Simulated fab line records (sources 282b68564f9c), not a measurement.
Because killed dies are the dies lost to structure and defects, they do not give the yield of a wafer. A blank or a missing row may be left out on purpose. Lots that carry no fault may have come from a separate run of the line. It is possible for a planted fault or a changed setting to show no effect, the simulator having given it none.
A struck lot beside a sound one ; flow rit_cmos ; 44 out of 202 route steps
Sound: these wafers, L171.1, L171.2, L171.5. Wafers struck: L158.1, L158.3, L158.5. Last of all comes the cause.
Per side, at each step with rows, come the tool, then ch with its chambers, and then its first start. Under that, the readings that differ: sound wafers ; struck wafers ; difference of the means ; sigmas: that difference in standard deviations of wafers without a fault.
alike: same words and numbers on both sides, and readings whose means sit less than 2 such deviations apart. not compared: any withheld reading, any reading some wafer has no value for, any bound like >300 that may hide the same value, and any number with overlapping values for which the record gives no deviation.
Wherever a step has rows on one side only, a row that says differs or no value, or a row with sigmas, the two part there. Numbers that don't overlap but have no deviation are shown without sigmas and don't part them. Lack of a reading on every wafer of one side parts them only where that side has two or more wafers.

first, 1 step without rows for these wafers: RIT_PRETRO_IMPLANT_08.
RIT_PRETRO_STRIP_09: strips in O2, time 180 s.
  sound on plasma_asher-02 ch 0,1, day 7 04:02; struck on plasma_asher-01 ch 0,1, day 4 01:33
  alike: drypump_motor_current_A
  not compared: rf_hours_counter_h
RIT_PRETRO_TW_MEAS_10:
  sound on film_metro-04, day 7 04:13; struck on film_metro-02, day 4 01:44
  alike: PRETRO_TW
then, 5 steps without rows for these wafers: RIT_GATE_WET_ETCH_00 (etches SiO2 in BOE, target depth 56 nm, time 60 s); RIT_GATE_CLEAN_01 (cleans in SC1, time 600 s); RIT_GATE_CLEAN_02 (cleans in dHF, time 30 s); RIT_GATE_CLEAN_03 (cleans in SC2, time 600 s); RIT_GATE_CLEAN_04 (cleans in dHF, time 60 s).
RIT_FOX2_THK_MEAS_91:
  sound on film_metro-03, day 7 04:41; struck on film_metro-04, day 4 02:12
  alike: FIELD_OXIDE_LEFT_2_THK
then, 2 steps without rows for these wafers: RIT_GATE_OXIDATION_05 (target thk 3 nm, ox time 270 s); RIT_GATE_ANNEAL_06 (time 600 s).
RIT_GATE_THK_MEAS_07:
  sound on film_metro-01, day 7 11:59; struck on film_metro-01, day 4 03:35
  alike: GATE_OXIDE_THK
RIT_GATE_CVD_08: deposits poly-Si from SiH4, target thk 250 nm, time 2220 s.
  sound on lpcvd-02 ch 0, day 7 12:03; struck on lpcvd-02 ch 1, day 4 03:39
reading;sound;struck;difference;sigmas
zone_power_source_pct (%);10.8 10.8 10.6;14.2 14.2 14.6;+3.6;+2
model.poly-Si_of_GATE_CVD_08.thk_nm (nm);251.2 252.6 249.9;278.9 278.9 276.5;+26.9;
  alike: spike_tc_load_C
RIT_GATE_THK_MEAS_09:
  sound on film_metro-04, day 7 13:40; struck on film_metro-04, day 4 05:16
reading;sound;struck;difference;sigmas
GATE_POLY_THK (nm);251.3 252.4 250.0;279.0 278.9 276.5;+26.9;+11
then, 6 steps without rows for these wafers: RIT_GATE_HMDS_10 (prime time 60 s); RIT_GATE_COAT_11 (resist thk 850 nm); RIT_GATE_SOFTBAKE_12 (time 60 s); RIT_GATE_EXPOSE_13 (exposes mask M6, target cd 150 nm); RIT_GATE_PEB_14; RIT_GATE_DEVELOP_15 (develop time 50 s).
RIT_GATE_CD_MEAS_16: target cd 150 nm.
  sound on cd_sem-01, day 7 14:43; struck on cd_sem-01, day 4 06:15
  alike: cd_nm
RIT_GATE_OVL_MEAS_17:
  sound on overlay-02, day 7 14:50; struck on overlay-02, day 4 06:22
reading;sound;struck;difference;sigmas
GATE_OVL (nm);-0.8 -3.5 -2.0;-0.1 0.0 1.6;+2.6;+2
then, 1 step without rows for these wafers: RIT_GATE_HARDBAKE_18 (time 60 s).
RIT_GATE_ETCH_19: etches poly-Si in SF6/CHF3/O2, stops on SiO2, time 165 s, target depth 312.5 nm.
  sound on rie_si-01 ch 0,2,3, day 7 15:01; struck on rie_si-01 ch 2,3, day 4 06:33
reading;sound;struck;difference;sigmas
oes_product_au (a.u.);0.869 0.859 0.848;0.909 0.934 0.907;+0.058;+4
model.GATE.feature_depth_nm (nm);251.2 252.6 249.9;278.9 278.9 276.5;+26.9;
model.etch.depth_nm (nm);251.2 252.6 249.9;278.9 278.9 276.5;+26.9;
  alike: drypump_motor_current_A, throttle_valve_pct
  not compared: rf_hours_counter_h
RIT_GATE_STRIP_20: strips in O2, time 180 s.
  sound on plasma_asher-04 ch 0,1, day 7 15:07; struck on plasma_asher-01 ch 0,1, day 4 06:40
  alike: drypump_motor_current_A
  not compared: rf_hours_counter_h
RIT_GATE_CD_MEAS_90: target cd 150 nm.
  sound on cd_sem-01, day 7 15:18; struck on cd_sem-01, day 4 06:50
  alike: cd_nm
then, 4 steps without rows for these wafers: RIT_REOX_CLEAN_00 (cleans in SC1, time 600 s); RIT_REOX_CLEAN_01 (cleans in dHF, time 30 s); RIT_REOX_CLEAN_02 (cleans in SC2, time 600 s); RIT_REOX_OXIDATION_03 (target thk 25.2 nm, ox time 5580 s).
RIT_REOX_THK_MEAS_04:
  sound on film_metro-03, day 7 19:58; struck on film_metro-03, day 4 11:35
reading;sound;struck;difference;sigmas
REOX_OXIDE_THK (nm);25.3 25.4 25.1;24.3 24.5 24.3;-0.9;-2
then, 6 steps without rows for these wafers: RIT_NLDD_HMDS_00 (prime time 60 s); RIT_NLDD_COAT_01 (resist thk 1000 nm); RIT_NLDD_SOFTBAKE_02 (time 60 s); RIT_NLDD_EXPOSE_03 (exposes mask M7, target cd 40700 nm); RIT_NLDD_PEB_04; RIT_NLDD_DEVELOP_05 (develop time 50 s).
RIT_NLDD_OVL_MEAS_06:
  sound on overlay-02, day 7 20:53; struck on overlay-01, day 4 12:29
  alike: NLDD_OVL
then, 2 steps without rows for these wafers: RIT_NLDD_HARDBAKE_07 (time 60 s); RIT_NLDD_IMPLANT_08.
RIT_NLDD_STRIP_09: strips in O2, time 180 s.
  sound on plasma_asher-02 ch 0,1, day 7 21:16; struck on plasma_asher-04 ch 0,1, day 4 12:49
  alike: drypump_motor_current_A
  not compared: rf_hours_counter_h
RIT_NLDD_TW_MEAS_10:
  sound on film_metro-02, day 7 21:26; struck on film_metro-03, day 4 13:00
reading;sound;struck;difference;sigmas
NLDD_TW;2489 2495 2500;2531 2549 2545;+47;+2
RIT_SDANNEAL_CLEAN_02: cleans in SC2, time 600 s.
  sound on wet_bench-02 ch 2, day 8 04:31; struck on wet_bench-02 ch 3, day 4 20:10
reading;sound;struck;difference;sigmas
model.poly-Si_of_GATE_CVD_08.thk_nm (nm);164.8 165.7 162.1;192.5 191.9 188.7;+26.8;
RIT_M1_PROBE_99:
  sound on prober-02, day 8 12:10; struck on prober-02, day 5 03:40
reading;sound;struck;difference;sigmas
model.etest.pmos_turned.r_on_ohm_um;3423 3565 3464;3724 3691 3701;+221;
model.etest.nmos_turned.drive_ua_um;319.8 311.1 323.5;294.4 295.9 300.5;-21.2;
model.etest.pmos_turned.drive_ua_um;190 182.2 189.8;167.8 169 171.1;-18.0;
model.etest.poly_comb_over_steps.leak_log10_a_um;-12.77 -12.81 -12.8;-10.18 -9.897 -10.23;+2.69;
model.etest.ppoly_line.rs_ohm_sq;16.68 16.82 17;16.23 16.41 16.2;-0.55;
model.etest.nmos_0p15.tox_inv_nm (nm);4.459 4.542 4.457;4.621 4.586 4.555;+0.101;
model.etest.nmos_0p15.overlap_ff_um;0.2402 0.2382 0.2459;0.247 0.2467 0.2487;+0.006;
  alike: killed_at_front_end, killed_dies, killed_open, killed_short

WHERE THEY PART
At RIT_GATE_CVD_08 first; at RIT_NLDD_TW_MEAS_10 last (within this record only). Later steps at which nothing parts them and some readings are alike: RIT_M1_PROBE_99.

WHY: the cause the simulator had injected
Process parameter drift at RIT_GATE_CVD_08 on lpcvd-02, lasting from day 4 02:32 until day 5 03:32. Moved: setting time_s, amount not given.
